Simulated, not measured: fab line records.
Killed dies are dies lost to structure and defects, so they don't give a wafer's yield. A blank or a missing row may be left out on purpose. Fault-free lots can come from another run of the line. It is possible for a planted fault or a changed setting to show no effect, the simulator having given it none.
Split-lot study || flow berkeleyCmos170 || on a route of 331 steps: 5 lots, 23 wafers read

## SPLIT DETAILS
At UCB170_NLDD_EXPOSE_03 (exposes mask NSELECT, target cd 1200 nm), the setting doseMj was moved away from the recipe's 30 on 8 of the 23 wafers read, by -4.3% to +3.9%. This setting was run at the recipe's value on the other wafers.

## FROM THE SPLIT TO THE READING: what the file shows between them, 2 steps
- UCB170_NLDD_PEB_04
- UCB170_NLDD_DEVELOP_05: develop time 45 s

## THE READING
cdNm, in nm, at UCB170_NLDD_CD_MEAS_06 (target cd 1200 nm). A value of 1199.9 nm with a standard deviation of 1.1 nm is what fault-free wafers of this fab line usually give.

{"wafer": "L074.1", "tool, chamber at the split": "krfScanner-02, 0", "doseMj as run": 30, "against the recipe": "recipe", "cdNm, nm": 1198.5, "against lot-mates on the recipe": "-"}
{"wafer": "L074.2", "tool, chamber at the split": "krfScanner-02, 0", "doseMj as run": 28.73, "against the recipe": "-4.2%", "cdNm, nm": 1190.9, "against lot-mates on the recipe": -8.1}
{"wafer": "L074.3", "tool, chamber at the split": "krfScanner-02, 0", "doseMj as run": 30, "against the recipe": "recipe", "cdNm, nm": 1199.6, "against lot-mates on the recipe": "-"}
{"wafer": "L074.5", "tool, chamber at the split": "krfScanner-02, 0", "doseMj as run": 28.73, "against the recipe": "-4.2%", "cdNm, nm": 1190.1, "against lot-mates on the recipe": -9.0}
{"wafer": "L074.6", "tool, chamber at the split": "krfScanner-02, 0", "doseMj as run": 28.73, "against the recipe": "-4.2%", "cdNm, nm": 1191.8, "against lot-mates on the recipe": -7.2}
{"wafer": "L077.1", "tool, chamber at the split": "krfScanner-02, 0", "doseMj as run": 30, "against the recipe": "recipe", "cdNm, nm": 1203.1, "against lot-mates on the recipe": "-"}
{"wafer": "L077.2", "tool, chamber at the split": "krfScanner-02, 0", "doseMj as run": 30, "against the recipe": "recipe", "cdNm, nm": 1202.7, "against lot-mates on the recipe": "-"}
{"wafer": "L077.3", "tool, chamber at the split": "krfScanner-02, 0", "doseMj as run": 30, "against the recipe": "recipe", "cdNm, nm": 1202.2, "against lot-mates on the recipe": "-"}
{"wafer": "L077.4", "tool, chamber at the split": "krfScanner-02, 0", "doseMj as run": 30, "against the recipe": "recipe", "cdNm, nm": 1201.9, "against lot-mates on the recipe": "-"}
{"wafer": "L077.5", "tool, chamber at the split": "krfScanner-02, 0", "doseMj as run": 30, "against the recipe": "recipe", "cdNm, nm": 1201.1, "against lot-mates on the recipe": "-"}
{"wafer": "L079.3", "tool, chamber at the split": "krfScanner-02, 0", "doseMj as run": 30, "against the recipe": "recipe", "cdNm, nm": 1199.2, "against lot-mates on the recipe": "-"}
{"wafer": "L079.4", "tool, chamber at the split": "krfScanner-02, 0", "doseMj as run": 30, "against the recipe": "recipe", "cdNm, nm": 1199.7, "against lot-mates on the recipe": "-"}
{"wafer": "L079.5", "tool, chamber at the split": "krfScanner-02, 0", "doseMj as run": 30, "against the recipe": "recipe", "cdNm, nm": 1199.5, "against lot-mates on the recipe": "-"}
{"wafer": "L081.1", "tool, chamber at the split": "krfScanner-01, 0", "doseMj as run": 31.16, "against the recipe": "+3.9%", "cdNm, nm": 1206.5, "against lot-mates on the recipe": "+7.2"}
{"wafer": "L081.2", "tool, chamber at the split": "krfScanner-01, 0", "doseMj as run": 30, "against the recipe": "recipe", "cdNm, nm": 1199.6, "against lot-mates on the recipe": "-"}
{"wafer": "L081.3", "tool, chamber at the split": "krfScanner-01, 0", "doseMj as run": 30, "against the recipe": "recipe", "cdNm, nm": 1199.1, "against lot-mates on the recipe": "-"}
{"wafer": "L081.4", "tool, chamber at the split": "krfScanner-01, 0", "doseMj as run": 30, "against the recipe": "recipe", "cdNm, nm": 1199.1, "against lot-mates on the recipe": "-"}
{"wafer": "L081.5", "tool, chamber at the split": "krfScanner-01, 0", "doseMj as run": 31.16, "against the recipe": "+3.9%", "cdNm, nm": 1206.4, "against lot-mates on the recipe": "+7.1"}
{"wafer": "L084.1", "tool, chamber at the split": "krfScanner-01, 0", "doseMj as run": 30, "against the recipe": "recipe", "cdNm, nm": 1200.4, "against lot-mates on the recipe": "-"}
{"wafer": "L084.3", "tool, chamber at the split": "krfScanner-01, 0", "doseMj as run": 30, "against the recipe": "recipe", "cdNm, nm": 1200.6, "against lot-mates on the recipe": "-"}
{"wafer": "L084.4", "tool, chamber at the split": "krfScanner-01, 0", "doseMj as run": 28.7, "against the recipe": "-4.3%", "cdNm, nm": 1192.9, "against lot-mates on the recipe": -7.6}
{"wafer": "L084.5", "tool, chamber at the split": "krfScanner-01, 0", "doseMj as run": 28.7, "against the recipe": "-4.3%", "cdNm, nm": 1192.6, "against lot-mates on the recipe": -7.9}
{"wafer": "L084.6", "tool, chamber at the split": "krfScanner-01, 0", "doseMj as run": 28.7, "against the recipe": "-4.3%", "cdNm, nm": 1192.8, "against lot-mates on the recipe": -7.7}

FIT RESULTS
A straight line over all 23 wafers: cdNm changes by +1.87 nm for each +1% of doseMj; r = +0.96; the points scatter about the line by 1.4 nm.
The same after taking each lot's own level away (the mean of its wafers on the recipe; 23 wafers): +1.85 nm for each +1%; r = +0.99; scatter 0.5 nm.
The reading moves by 8 nm for the largest change in doseMj, on that fit.
Measured against the standard deviation above, the lots' own levels, which go from 1199.05 to 1202.20 nm, span 2.9 times it.
So the lot-to-lot level changes the slope little: the two slopes agree.
Check: with one of the wafers moved furthest among these (-4.3%) left out of the fit, the line predicts -8.09 nm for it against its lot-mates. Against them it came out at -7.6 nm.

## THE OTHER SPLITS THESE WAFERS WENT THROUGH
These wafers also went through other splits before the reading. Each is held against what the fit with the lots' levels taken away leaves over:
{"other split on the same wafers": "UCB170_START_OXIDATION_02 oxTimeS", "wafers away from the commonest value": 18, "r with cdNm (lot level and that fit taken away)": "+0.12"}
{"other split on the same wafers": "UCB170_PWELL_CVD_05 pressureMtorr", "wafers away from the commonest value": 10, "r with cdNm (lot level and that fit taken away)": "+0.10"}
{"other split on the same wafers": "UCB170_PWELL_IMPLANT_15 energyKev", "wafers away from the commonest value": 6, "r with cdNm (lot level and that fit taken away)": -0.21}
{"other split on the same wafers": "UCB170_ACTIVE_CVD_05 tempC", "wafers away from the commonest value": 10, "r with cdNm (lot level and that fit taken away)": "+0.06"}
{"other split on the same wafers": "UCB170_ACTIVE_SOFTBAKE_09 timeS", "wafers away from the commonest value": 4, "r with cdNm (lot level and that fit taken away)": -0.48}
{"other split on the same wafers": "UCB170_PVT_IMPLANT_07 energyKev", "wafers away from the commonest value": 8, "r with cdNm (lot level and that fit taken away)": "+0.08"}
{"other split on the same wafers": "UCB170_GATE_EXPOSE_09 doseMj", "wafers away from the commonest value": 9, "r with cdNm (lot level and that fit taken away)": -0.33}
{"other split on the same wafers": "UCB170_GATE_PEB_10 pebTempC", "wafers away from the commonest value": 8, "r with cdNm (lot level and that fit taken away)": -0.01}
{"other split on the same wafers": "UCB170_PLDD_EXPOSE_03 doseMj", "wafers away from the commonest value": 10, "r with cdNm (lot level and that fit taken away)": "+0.42"}

## THE FILE'S OWN FIT
cdNm changes by +1.85 nm for each +1% of doseMj, r = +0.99.
